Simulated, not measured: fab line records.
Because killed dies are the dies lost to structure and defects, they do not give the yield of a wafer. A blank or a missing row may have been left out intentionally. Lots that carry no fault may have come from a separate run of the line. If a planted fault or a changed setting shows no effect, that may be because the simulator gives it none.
Which tool is to blame? :: flow rit cmos :: 14 lots with 42 wafers sampled at 5 steps, on a route of 202 steps

## WHAT THE GAUGES READ, wafer by wafer
RIT_NWELL_TW_MEAS_10. Usual: NWELL_TW gives 2137 (standard deviation 23).
lot: L544
measured: day 1 21:01
on: film metro-02
NWELL_TW: 2121 2124 2130
flag: 

lot: L545
measured: day 2 03:20
on: film metro-04
NWELL_TW: 2120 2125 2123
flag: 

lot: L550
measured: day 3 04:39
on: film metro-01
NWELL_TW: 2158 2160 2169
flag: 

lot: L551
measured: day 3 08:35
on: film metro-02
NWELL_TW: 2112 2113 2087
flag: 

lot: L554
measured: day 4 00:02
on: film metro-01
NWELL_TW: 2171 2152 2161
flag: 

lot: L555
measured: day 4 04:42
on: film metro-01
NWELL_TW: 2154 2165 2160
flag: 

lot: L556
measured: day 4 10:43
on: film metro-02
NWELL_TW: 2113 2116 2118
flag: 

lot: L557
measured: day 4 14:10
on: film metro-02
NWELL_TW: 2126 2122 2119
flag: 

lot: L558
measured: day 4 20:01
on: film metro-04
NWELL_TW: 2098 2104 2114
flag: 

lot: L562
measured: day 5 14:50
on: film metro-04
NWELL_TW: 2126 2120 2119
flag: 

lot: L564
measured: day 6 01:21
on: film metro-04
NWELL_TW: 2104 2109 2111
flag: 

lot: L565
measured: day 6 06:06
on: film metro-02
NWELL_TW: 2135 2130 2124
flag: 

lot: L566
measured: day 6 11:37
on: film metro-02
NWELL_TW: 2124 2129 2124
flag: 

lot: L567
measured: day 6 16:13
on: film metro-01
NWELL_TW: 2164 2164 2176
flag: 

RIT_PLDD_TW_MEAS_10. Usual: PLDD_TW gives 2336 (standard deviation 23).
lot: L544
measured: day 2 20:02
on: film metro-01
PLDD_TW: 2379 2364 2371
flag: 

lot: L545
measured: day 3 01:37
on: film metro-04
PLDD_TW: 2325 2338 2333
flag: 

lot: L550
measured: day 4 02:33
on: film metro-04
PLDD_TW: 29 29 30 30 29 29
flag: OFF

lot: L551
measured: day 4 07:41
on: film metro-04
PLDD_TW: 30 30 30 30 30 30
flag: OFF

lot: L554
measured: day 4 22:51
on: film metro-01
PLDD_TW: 2355 2366 2368
flag: 

lot: L555
measured: day 5 05:40
on: film metro-04
PLDD_TW: 2325 2320 2324
flag: 

lot: L556
measured: day 5 08:00
on: film metro-04
PLDD_TW: 2322 2324 2327
flag: 

lot: L557
measured: day 5 11:49
on: film metro-01
PLDD_TW: 2368 2374 2359
flag: 

lot: L558
measured: day 5 18:28
on: film metro-01
PLDD_TW: 2376 2368 2376
flag: 

lot: L562
measured: day 6 14:53
on: film metro-04
PLDD_TW: 2319 2319 2331
flag: 

lot: L564
measured: day 6 23:58
on: film metro-04
PLDD_TW: 2308 2303 2320
flag: 

lot: L565
measured: day 7 03:35
on: film metro-04
PLDD_TW: 2317 2325 2321
flag: 

lot: L566
measured: day 7 10:17
on: film metro-01
PLDD_TW: 2376 2376 2380
flag: 

lot: L567
measured: day 7 15:03
on: film metro-01
PLDD_TW: 2373 2376 2379
flag: 

RIT_CONTACT_THK_MEAS_01. Usual: CONTACT_TEOS_THK gives 400 nm (standard deviation 4.8).
lot: L544
measured: day 3 04:00
on: film metro-01
CONTACT_TEOS_THK (nm): 394 398 404
flag: 

lot: L545
measured: day 3 08:37
on: film metro-04
CONTACT_TEOS_THK (nm): 405 400 405
flag: 

lot: L554
measured: day 5 05:45
on: film metro-01
CONTACT_TEOS_THK (nm): 398 405 404
flag: 

lot: L555
measured: day 5 12:55
on: film metro-04
CONTACT_TEOS_THK (nm): 399 395 405
flag: 

lot: L556
measured: day 5 15:00
on: film metro-02
CONTACT_TEOS_THK (nm): 398 406 405
flag: 

lot: L557
measured: day 5 19:05
on: film metro-02
CONTACT_TEOS_THK (nm): 393 400 405
flag: 

lot: L558
measured: day 6 01:27
on: film metro-02
CONTACT_TEOS_THK (nm): 401 404 406
flag: 

lot: L562
measured: day 6 21:52
on: film metro-01
CONTACT_TEOS_THK (nm): 395 403 401
flag: 

lot: L564
measured: day 7 06:53
on: film metro-04
CONTACT_TEOS_THK (nm): 393 403 402
flag: 

lot: L565
measured: day 7 10:45
on: film metro-01
CONTACT_TEOS_THK (nm): 400 406 407
flag: 

lot: L566
measured: day 7 17:31
on: film metro-01
CONTACT_TEOS_THK (nm): 401 407 406
flag: 

lot: L567
measured: day 7 22:16
on: film metro-02
CONTACT_TEOS_THK (nm): 398 401 403
flag: 

## TOOL THAT RAN EACH LOT (tool first, then ch and the chambers of the sampled wafers, then the start)
lot: L544
RIT_NWELL_STRIP_09: plasma asher-04 ch 0,1, day 1 20:49
RIT_NLDD_STRIP_09: plasma asher-04 ch 0,1, day 2 18:25

lot: L545
RIT_NWELL_STRIP_09: plasma asher-04 ch 0,1, day 2 03:09
RIT_NLDD_STRIP_09: plasma asher-03 ch 0,1, day 2 23:53

lot: L550
RIT_NWELL_STRIP_09: plasma asher-02 ch 0,1, day 3 04:31
RIT_NLDD_STRIP_09: plasma asher-03 ch 0,1, day 4 00:34

lot: L551
RIT_NWELL_STRIP_09: plasma asher-03 ch 0,1, day 3 08:27
RIT_NLDD_STRIP_09: plasma asher-03 ch 0,1, day 4 06:00

lot: L554
RIT_NWELL_STRIP_09: plasma asher-02 ch 0,1, day 3 23:52
RIT_NLDD_STRIP_09: plasma asher-01 ch 0,1, day 4 21:01

lot: L555
RIT_NWELL_STRIP_09: plasma asher-03 ch 0,1, day 4 04:32
RIT_NLDD_STRIP_09: plasma asher-03 ch 0,1, day 5 03:57

lot: L556
RIT_NWELL_STRIP_09: plasma asher-04 ch 0, day 4 10:32
RIT_NLDD_STRIP_09: plasma asher-03 ch 0,1, day 5 06:24

lot: L557
RIT_NWELL_STRIP_09: plasma asher-04 ch 0,1, day 4 13:59
RIT_NLDD_STRIP_09: plasma asher-03 ch 1, day 5 10:11

lot: L558
RIT_NWELL_STRIP_09: plasma asher-03 ch 1, day 4 19:50
RIT_NLDD_STRIP_09: plasma asher-03 ch 0, day 5 16:52

lot: L562
RIT_NWELL_STRIP_09: plasma asher-02 ch 0,1, day 5 14:40
RIT_NLDD_STRIP_09: plasma asher-03 ch 0,1, day 6 13:10

lot: L564
RIT_NWELL_STRIP_09: plasma asher-04 ch 0,1, day 6 01:10
RIT_NLDD_STRIP_09: plasma asher-04 ch 0,1, day 6 22:14

lot: L565
RIT_NWELL_STRIP_09: plasma asher-03 ch 0,1, day 6 05:55
RIT_NLDD_STRIP_09: plasma asher-04 ch 0,1, day 7 01:59

lot: L566
RIT_NWELL_STRIP_09: plasma asher-03 ch 0,1, day 6 11:26
RIT_NLDD_STRIP_09: plasma asher-01 ch 1, day 7 08:34

lot: L567
RIT_NWELL_STRIP_09: plasma asher-04 ch 0,1, day 6 16:04
RIT_NLDD_STRIP_09: plasma asher-04 ch 0,1, day 7 13:22
- RIT_NWELL_STRIP_09: strips in O2, time 180 s.
- RIT_NLDD_STRIP_09: strips in O2, time 180 s.

## AS READ BY THE TOOLS THEMSELVES (means over the sampled wafers that have a number; for cases with no such wafer, the mark the record gives instead)
RIT_NWELL_STRIP_09. Usual: chamber pressure mTorr 4000 mTorr, standard deviation 3.5; drypump motor current A 5.71 A, standard deviation 0.26.
lot: L544
tool: plasma asher-04
chamber pressure mTorr (mTorr): 4004
drypump motor current A (A): 5.77
flag: 

lot: L545
tool: plasma asher-04
chamber pressure mTorr (mTorr): 3997
drypump motor current A (A): 5.88
flag: 

lot: L550
tool: plasma asher-02
chamber pressure mTorr (mTorr): 4000
drypump motor current A (A): 5.50
flag: 

lot: L551
tool: plasma asher-03
chamber pressure mTorr (mTorr): 4000
drypump motor current A (A): 5.63
flag: 

lot: L554
tool: plasma asher-02
chamber pressure mTorr (mTorr): 3999
drypump motor current A (A): 5.51
flag: 

lot: L555
tool: plasma asher-03
chamber pressure mTorr (mTorr): 4000
drypump motor current A (A): 5.78
flag: 

lot: L556
tool: plasma asher-04
chamber pressure mTorr (mTorr): 4000
drypump motor current A (A): 5.99
flag: 

lot: L557
tool: plasma asher-04
chamber pressure mTorr (mTorr): 3997
drypump motor current A (A): 5.88
flag: 

lot: L558
tool: plasma asher-03
chamber pressure mTorr (mTorr): 3999
drypump motor current A (A): 5.94
flag: 

lot: L562
tool: plasma asher-02
chamber pressure mTorr (mTorr): 3996
drypump motor current A (A): 5.47
flag: 

lot: L564
tool: plasma asher-04
chamber pressure mTorr (mTorr): 3999
drypump motor current A (A): 5.76
flag: 

lot: L565
tool: plasma asher-03
chamber pressure mTorr (mTorr): 4003
drypump motor current A (A): 5.63
flag: 

lot: L566
tool: plasma asher-03
chamber pressure mTorr (mTorr): 4002
drypump motor current A (A): 5.62
flag: 

lot: L567
tool: plasma asher-04
chamber pressure mTorr (mTorr): 3998
drypump motor current A (A): 5.78
flag: 

RIT_NLDD_STRIP_09. Usual: chamber pressure mTorr 4001 mTorr, standard deviation 3.8; drypump motor current A 5.74 A, standard deviation 0.29.
lot: L544
tool: plasma asher-04
chamber pressure mTorr (mTorr): 4001
drypump motor current A (A): 5.78
flag: 

lot: L545
tool: plasma asher-03
chamber pressure mTorr (mTorr): 3998
drypump motor current A (A): 5.60
flag: 

lot: L550
tool: plasma asher-03
chamber pressure mTorr (mTorr): -
drypump motor current A (A): -
flag: OFF

lot: L551
tool: plasma asher-03
chamber pressure mTorr (mTorr): -
drypump motor current A (A): -
flag: OFF

lot: L554
tool: plasma asher-01
chamber pressure mTorr (mTorr): 4001
drypump motor current A (A): 5.58
flag: 

lot: L555
tool: plasma asher-03
chamber pressure mTorr (mTorr): 3998
drypump motor current A (A): 5.62
flag: 

lot: L556
tool: plasma asher-03
chamber pressure mTorr (mTorr): 4001
drypump motor current A (A): 5.77
flag: 

lot: L557
tool: plasma asher-03
chamber pressure mTorr (mTorr): 4000
drypump motor current A (A): 5.95
flag: 

lot: L558
tool: plasma asher-03
chamber pressure mTorr (mTorr): 4000
drypump motor current A (A): 5.47
flag: 

lot: L562
tool: plasma asher-03
chamber pressure mTorr (mTorr): 4004
drypump motor current A (A): 5.78
flag: 

lot: L564
tool: plasma asher-04
chamber pressure mTorr (mTorr): 3999
drypump motor current A (A): 5.79
flag: 

lot: L565
tool: plasma asher-04
chamber pressure mTorr (mTorr): 4000
drypump motor current A (A): 5.78
flag: 

lot: L566
tool: plasma asher-01
chamber pressure mTorr (mTorr): 3999
drypump motor current A (A): 5.30
flag: 

lot: L567
tool: plasma asher-04
chamber pressure mTorr (mTorr): 4000
drypump motor current A (A): 5.76
flag: 

## THE ANSWER, worked out from the rows above alone
Rule: take the mean of a lot's wafers that have a number; if it is more than 3 standard deviations from the usual mean, the lot is off. Also off: a lot with no number at a reading for which 4 or more lots have one. Where the step has rows for the other lots, those lots are counted as sound. After the gauges, taken in route order, come the tools' own readings; for these a lot's mean is taken, as printed above. The first step at which some lot is off is used, and at that step the reading that is off furthest; a lot without a number counts as furthest.
Off: at RIT_PLDD_TW_MEAS_10 (PLDD_TW), L550, L551.
If a tool, at a process step before that reading, ran all the lots that are off and no sound lot after the first of them, it fits. Not tried: the gauges at RIT_PLDD_TW_MEAS_10; whatever is off there is also off at RIT_NLDD_STRIP_09, on other tools, and gauge error can't account for it. None of those tried fits.

## WHAT HAD BEEN PUT IN BY THE SIMULATOR
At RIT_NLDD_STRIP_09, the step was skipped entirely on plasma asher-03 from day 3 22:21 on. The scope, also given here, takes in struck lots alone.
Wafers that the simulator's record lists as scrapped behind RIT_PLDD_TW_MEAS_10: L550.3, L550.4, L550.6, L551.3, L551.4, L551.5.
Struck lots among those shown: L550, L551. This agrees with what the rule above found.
